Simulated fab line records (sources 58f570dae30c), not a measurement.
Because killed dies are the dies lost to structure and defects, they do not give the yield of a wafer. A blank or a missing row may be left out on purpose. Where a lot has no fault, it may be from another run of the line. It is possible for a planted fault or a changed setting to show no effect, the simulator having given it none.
Code-filled problem report in 8D (eight disciplines) form	flow berkeley_cmos170	the parts of the form that need people (team, actions taken, sign-off) are left out

1. WHAT IS WRONG
A mean of 676.5 nm is read at UCB170_M1_CD_MEAS_90 for cd_nm, taken on 1 wafer of 1 lot, against 699.8 nm (standard deviation 2.7) on wafers free of any fault. Measured from the usual mean, that is -8.6 standard deviations.
The step: target cd 700 nm.
First seen on wafer L501.4, day 12 02:24, on cd_sem-01. The record has a number at this step for 37 wafers belonging to 13 lots. Rule for "out", or "out of limits": more than 4 standard deviations from the usual mean. The other wafers with a number count as sound.

2. WHAT IT IS AND WHAT IT IS NOT
question	is	is not
which readings at this step	cd_nm	-
which lots	L501	L479, L481, L482, L483, L484, L487, L488, L489, L491, L492, L494, L496
which wafers of those lots	all that have a number	-
read on which gauges	cd_sem-01	cd_sem-02
when	from day 12 02:24	up to then (36 sound wafers)

3. THE SUSPECTS, EACH WITH WHAT RULES IT OUT
Counting: a tool stays on the suspect list if, at a process step up to the reading, it processed all lots that are out and no sound lot following the first of them.
- ruled out: the gauge at UCB170_M1_CD_MEAS_90. All the wafers that are out were read on cd_sem-01, but those of them that UCB170_M1_METAL_ETCH_12 has rows for are out there too, on other tools.
- plasma_asher-04 at UCB170_PVT_STRIP_08 (strips in O2): kept. It ran the lot that is out, L501 (day 10 09:22), and no sound lot after that; its last sound lot up to then is L489 (day 8 08:46).
- rie_metal-02 at UCB170_M1_METAL_ETCH_12 (etches Al in Cl2/BCl3, stops on PSG, target depth 780 nm, time 130 s): kept. It ran the lot that is out, L501 (day 12 02:09), and no sound lot after that; its last sound lot up to then is L494 (day 10 20:14). Its own oes_product_au, run_length_s readings are out on those wafers.
- plasma_asher-02 at UCB170_M1_STRIP_13 (strips in O2): kept. It ran the lot that is out, L501 (day 12 02:16), and no sound lot after that; its last sound lot up to then is L494 (day 10 20:22). Its own oes_product_au readings are out on those wafers.
Still standing after the count: plasma_asher-04 at UCB170_PVT_STRIP_08, rie_metal-02 at UCB170_M1_METAL_ETCH_12, plasma_asher-02 at UCB170_M1_STRIP_13.

4. THE CAUSE (what the simulator had put in)
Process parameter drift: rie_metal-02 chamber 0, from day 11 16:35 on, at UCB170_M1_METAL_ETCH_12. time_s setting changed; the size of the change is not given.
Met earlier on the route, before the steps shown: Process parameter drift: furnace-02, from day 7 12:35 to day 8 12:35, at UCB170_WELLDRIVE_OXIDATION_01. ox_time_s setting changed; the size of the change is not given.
Counting left 3 suspects, and this tool is among them.

5. SEQUENCE OF EFFECTS, ordered by route
Rows list readings where the struck wafers' mean (over those with a number) sits beyond 3 standard deviations from the usual. Scope: only readings with a usual standard deviation given in the record; hours: median across lots of the time from each lot's start at the first step in this table that gives one to its start at this step; sigmas: change in usual standard deviations.
hours	step	reading	usual	on struck wafers	change	sigmas
0	UCB170_M1_METAL_ETCH_12	oes_product_au	0.855 a.u.	0.646	-0.209	-14
0	UCB170_M1_METAL_ETCH_12	run_length_s	158.2 s	253.2	+95.0	+99 or more
0	UCB170_M1_STRIP_13	oes_product_au	0.720 a.u.	0.469	-0.251	-56
0	UCB170_M1_CD_MEAS_90	cd_nm	699.8 nm	676.5	-23.3	-8.6
Process steps it contains:
- UCB170_M1_METAL_ETCH_12: etches Al in Cl2/BCl3, stops on PSG, target depth 780 nm, time 130 s.
- UCB170_M1_STRIP_13: strips in O2.

6. WHAT WOULD HAVE CAUGHT IT SOONER
In this record the first reading out of limits at a measuring or inspecting step was taken at day 12 02:24, 10 hours after the fault began at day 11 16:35.
The tool's own readings at UCB170_M1_METAL_ETCH_12 were out on every struck wafer that the step has a row for (oes_product_au, run_length_s): an alarm limit on them would have fired on the first of those.
Each of the lots that are out, 1 in all, had begun UCB170_M1_METAL_ETCH_12 on rie_metal-02 no later than day 12 02:24. Holding the tool at that point would not have protected any of them.
